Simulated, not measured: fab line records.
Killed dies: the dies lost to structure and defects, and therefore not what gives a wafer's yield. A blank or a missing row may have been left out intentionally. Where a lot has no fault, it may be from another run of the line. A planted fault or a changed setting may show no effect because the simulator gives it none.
Which tool is to blame? + flow berkeley-cmos170 + 45 wafers from 15 lots sampled at 5 of the route's 331 steps

WHAT THE GAUGES SHOWED, per wafer
UCB170_ACTIVE_CD_MEAS_90: the cd target is 1200 nm. Usual: cd-nm reads 1199.6 nm (standard deviation 1.3).
| lot  | measured    | on        | cd-nm (nm)           | flag |
|------|-------------|-----------|----------------------|------|
| L864 | day 5 16:16 | cd-sem-02 | 1198.1 1198.0 1199.4 |      |
| L866 | day 5 16:22 | cd-sem-01 | 1200.3 1200.3 1202.2 |      |
| L865 | day 5 16:47 | cd-sem-01 | 1198.2 1199.9 1198.4 |      |
| L868 | day 6 06:21 | cd-sem-01 | 1201.0 1199.9 1200.3 |      |
| L869 | day 6 06:37 | cd-sem-02 | 1199.1 1200.2 1201.2 |      |
| L871 | day 6 20:36 | cd-sem-01 | 1200.4 1202.0 1200.6 |      |
| L870 | day 6 20:44 | cd-sem-01 | 1200.6 1199.3 1201.9 |      |
| L873 | day 7 10:56 | cd-sem-01 | 1201.2 1199.3 1199.4 |      |
| L876 | day 8 00:58 | cd-sem-02 | 1199.8 1198.5 1199.2 |      |
| L877 | day 8 01:04 | cd-sem-01 | 1199.5 1198.4 1200.4 |      |
| L879 | day 8 07:29 | cd-sem-01 | 1199.4 1198.7 1200.3 |      |
| L878 | day 8 07:48 | cd-sem-02 | 1198.6 1197.3 1197.4 |      |
| L881 | day 9 00:17 | cd-sem-01 | 1197.7 1199.5 1196.3 |      |
| L882 | day 9 10:29 | cd-sem-01 | 1200.6 1200.1 1201.5 |      |
| L884 | day 9 10:43 | cd-sem-02 | 1201.6 1200.4 1202.5 |      |

UCB170_PFIELD_OVL_MEAS_06. Usual: PFIELD_OVL gives -5 nm (standard deviation 4.6).
| lot  | measured    | on         | PFIELD_OVL (nm) | flag |
|------|-------------|------------|-----------------|------|
| L864 | day 5 18:05 | overlay-02 | -10 -7 -12      |      |
| L866 | day 5 18:21 | overlay-01 | 3 -1 1          |      |
| L865 | day 5 19:14 | overlay-01 | -5 -8 -9        |      |
| L868 | day 6 08:07 | overlay-01 | -7 -2 -1        |      |
| L869 | day 6 08:26 | overlay-02 | -9 -9 -5        |      |
| L871 | day 6 21:43 | overlay-01 | -1 6 5          |      |
| L870 | day 6 22:29 | overlay-01 | -8 -14 -14      |      |
| L873 | day 7 13:08 | overlay-01 | -2 -8 -7        |      |
| L876 | day 8 02:25 | overlay-01 | -2 -5 -1        |      |
| L877 | day 8 02:40 | overlay-02 | -2 -5 -8        |      |
| L879 | day 8 08:50 | overlay-01 | 1 1 -3          |      |
| L878 | day 8 09:07 | overlay-01 | -8 -10          |      |
| L882 | day 9 12:26 | overlay-02 | 1 -6 -6         |      |
| L884 | day 9 12:59 | overlay-01 | -7 2 1          |      |

UCB170_SACOX_THK_MEAS_02. Usual: SACOX_OXIDE_THK gives 14.4 nm (standard deviation 0.33).
| lot  | measured     | on            | SACOX_OXIDE_THK (nm) | flag |
|------|--------------|---------------|----------------------|------|
| L864 | day 6 19:10  | film-metro-03 | 14.4 14.4 14.5       |      |
| L866 | day 6 19:10  | film-metro-04 | 14.5 14.6 14.8       |      |
| L865 | day 6 19:09  | film-metro-01 | 14.7 14.8 14.8       |      |
| L868 | day 7 12:51  | film-metro-03 | 14.6 14.8 14.6       |      |
| L869 | day 7 12:52  | film-metro-04 | 14.4 14.4 14.2       |      |
| L871 | day 8 00:09  | film-metro-04 | 14.3 14.0 14.3       |      |
| L870 | day 8 00:08  | film-metro-01 | 14.8 14.4 14.7       |      |
| L873 | day 8 11:23  | film-metro-01 | 14.4 14.6 14.5       |      |
| L876 | day 9 09:20  | film-metro-01 | 14.6 14.7 14.5       |      |
| L877 | day 9 09:23  | film-metro-04 | 14.1 14.1 14.4       |      |
| L879 | day 9 09:23  | film-metro-01 | 14.7 14.8 14.8       |      |
| L878 | day 9 09:22  | film-metro-04 | 14.8 14.6            |      |
| L882 | day 10 13:23 | film-metro-01 | 13.7 13.6 13.3       |      |
| L884 | day 10 13:19 | film-metro-01 | 13.7 13.5 13.9       |      |

EACH LOT AND THE TOOL THAT RAN IT (in order: tool; ch and the chambers of the sampled wafers; start)
| lot  | UCB170_ACTIVE_ETCH_15             | UCB170_ACTIVE_STRIP_16              |
|------|-----------------------------------|-------------------------------------|
| L864 | rie-diel-03 ch 1,3, day 5 16:02   | plasma-asher-04 ch 0,1, day 5 16:08 |
| L866 | rie-diel-02 ch 2,3, day 5 16:09   | plasma-asher-01 ch 0,1, day 5 16:15 |
| L865 | rie-diel-03 ch 2,3, day 5 16:35   | plasma-asher-03 ch 0,1, day 5 16:41 |
| L868 | rie-diel-03 ch 0,1,2, day 6 06:09 | plasma-asher-04 ch 0,1, day 6 06:15 |
| L869 | rie-diel-01 ch 1,2,3, day 6 06:23 | plasma-asher-03 ch 0,1, day 6 06:29 |
| L871 | rie-diel-03 ch 1,2,3, day 6 20:22 | plasma-asher-01 ch 0,1, day 6 20:29 |
| L870 | rie-diel-02 ch 0,1,3, day 6 20:32 | plasma-asher-04 ch 0,1, day 6 20:38 |
| L873 | rie-diel-02 ch 0,1, day 7 10:44   | plasma-asher-04 ch 0,1, day 7 10:50 |
| L876 | rie-diel-02 ch 1,2,3, day 8 00:46 | plasma-asher-04 ch 0,1, day 8 00:52 |
| L877 | rie-diel-03 ch 0,2, day 8 00:52   | plasma-asher-03 ch 0,1, day 8 00:58 |
| L879 | rie-diel-02 ch 0,1, day 8 07:14   | plasma-asher-01 ch 0,1, day 8 07:20 |
| L878 | rie-diel-03 ch 0,2,3, day 8 07:36 | plasma-asher-04 ch 0,1, day 8 07:42 |
| L881 | rie-diel-03 ch 1,2,3, day 9 00:05 | plasma-asher-01 ch 0,1, day 9 00:11 |
| L882 | rie-diel-02 ch 1,2,3, day 9 10:17 | plasma-asher-04 ch 0,1, day 9 10:23 |
| L884 | rie-diel-01 ch 0,1, day 9 10:30   | plasma-asher-01 ch 0,1, day 9 10:36 |
- UCB170_ACTIVE_ETCH_15: etches Si3N4 in CH3F/Ar/O2, stops on SiO2, target depth 242 nm, time 151 s.
- UCB170_ACTIVE_STRIP_16: strips in O2.

AS READ BY THE TOOLS THEMSELVES (means over the sampled wafers that have a number; for cases with no such wafer, the mark the record gives instead)
UCB170_ACTIVE_ETCH_15. Usual: CH3F_flow_sccm 19.99 sccm, standard deviation 0.061; drypump-motor-current-A 5.7 A, standard deviation 0.51; oes-product-au 0.938 a.u., standard deviation 0.012; throttle-valve-pct 8.09 %, standard deviation 0.12.
| lot  | tool        | CH3F_flow_sccm (sccm) | drypump-motor-current-A (A) | oes-product-au (a.u.) | throttle-valve-pct (%) | flag |
|------|-------------|-----------------------|-----------------------------|-----------------------|------------------------|------|
| L864 | rie-diel-03 | 19.95                 | 5.6                         | 0.947                 | 8.07                   |      |
| L866 | rie-diel-02 | 19.98                 | 6.0                         | 0.935                 | 8.04                   |      |
| L865 | rie-diel-03 | 19.97                 | 5.1                         | 0.951                 | 8.21                   |      |
| L868 | rie-diel-03 | 19.99                 | 5.6                         | 0.956                 | 8.17                   |      |
| L869 | rie-diel-01 | 20.00                 | 5.7                         | 0.917                 | 8.07                   |      |
| L871 | rie-diel-03 | 19.99                 | 5.3                         | 0.943                 | 8.15                   |      |
| L870 | rie-diel-02 | 20.02                 | 5.6                         | 0.937                 | 8.07                   |      |
| L873 | rie-diel-02 | 20.04                 | 5.8                         | 0.937                 | 8.12                   |      |
| L876 | rie-diel-02 | 20.04                 | 5.9                         | 0.926                 | 8.08                   |      |
| L877 | rie-diel-03 | 19.92                 | 5.4                         | 0.946                 | 8.24                   |      |
| L879 | rie-diel-02 | 20.00                 | 5.7                         | 0.939                 | 8.07                   |      |
| L878 | rie-diel-03 | 19.98                 | 5.8                         | 0.937                 | 8.16                   |      |
| L881 | rie-diel-03 | 19.99                 | 5.3                         | 0.941                 | 8.15                   |      |
| L882 | rie-diel-02 | 19.96                 | 5.9                         | 0.931                 | 8.08                   |      |
| L884 | rie-diel-01 | 20.00                 | 5.6                         | 0.931                 | 8.19                   |      |

UCB170_ACTIVE_STRIP_16. Usual: drypump-motor-current-A 5.7 A, standard deviation 0.39; o2-flow-sccm 399.8 sccm, standard deviation 1.2; oes-product-au 0.721 a.u., standard deviation 0.0051; strip-time-to-endpoint-s 18.10 s, standard deviation 0.093.
| lot  | tool            | drypump-motor-current-A (A) | o2-flow-sccm (sccm) | oes-product-au (a.u.) | strip-time-to-endpoint-s (s) | flag |
|------|-----------------|-----------------------------|---------------------|-----------------------|------------------------------|------|
| L864 | plasma-asher-04 | 5.6                         | 400.6               | 0.719                 | 18.09                        |      |
| L866 | plasma-asher-01 | 6.1                         | 399.8               | 0.721                 | 18.13                        |      |
| L865 | plasma-asher-03 | 5.7                         | 400.0               | 0.719                 | 18.10                        |      |
| L868 | plasma-asher-04 | 5.5                         | 399.9               | 0.718                 | 18.00                        |      |
| L869 | plasma-asher-03 | 5.7                         | 399.0               | 0.718                 | 18.19                        |      |
| L871 | plasma-asher-01 | 6.1                         | 400.1               | 0.718                 | 18.06                        |      |
| L870 | plasma-asher-04 | 5.5                         | 398.9               | 0.720                 | 18.17                        |      |
| L873 | plasma-asher-04 | 5.5                         | 401.2               | 0.722                 | 18.02                        |      |
| L876 | plasma-asher-04 | 5.5                         | 400.0               | 0.726                 | 18.09                        |      |
| L877 | plasma-asher-03 | 5.3                         | 399.6               | 0.721                 | 15.95                        | OFF  |
| L879 | plasma-asher-01 | 6.1                         | 400.7               | 0.720                 | 18.22                        |      |
| L878 | plasma-asher-04 | 5.5                         | 399.1               | 0.717                 | 16.01                        | OFF  |
| L881 | plasma-asher-01 | 6.0                         | 400.5               | 0.718                 | 15.77                        | OFF  |
| L882 | plasma-asher-04 | 5.5                         | 398.8               | 0.719                 | 18.02                        |      |
| L884 | plasma-asher-01 | 6.0                         | 400.9               | 0.725                 | 18.04                        |      |

THE ANSWER, worked out from the rows above alone
Rule: lot off if the mean of its wafers having a number is beyond 3 standard deviations from the usual mean. Also off: a lot with no number at a reading for which 4 or more lots have one. Where the step has rows for the other lots, those lots are counted as sound. Order of review: gauges by route order, followed by the tools' own readings, for which a lot's mean as printed above is used. At the first step where some lot is off, the reading lying furthest off is the one used; lots without a number count as furthest.
Off: L877, L878, L881 (UCB170_ACTIVE_STRIP_16, strip-time-to-endpoint-s).
A tool fits if, at that step or a process step before it, it ran every lot that is off, and no sound lot after the first of them. One fits: UCB170_ACTIVE_ETCH_15 on rie-diel-03. A fault onset in the window from L871 (day 6 20:22, its last sound lot) to L877 (day 8 00:52, its first lot off) fits.

WHAT WAS PUT IN BY THE SIMULATOR
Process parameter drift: rie-diel-03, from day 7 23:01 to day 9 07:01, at UCB170_ACTIVE_ETCH_15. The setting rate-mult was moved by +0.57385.
Lots struck among those shown: L877, L878, L881. The rule above reached the same finding.
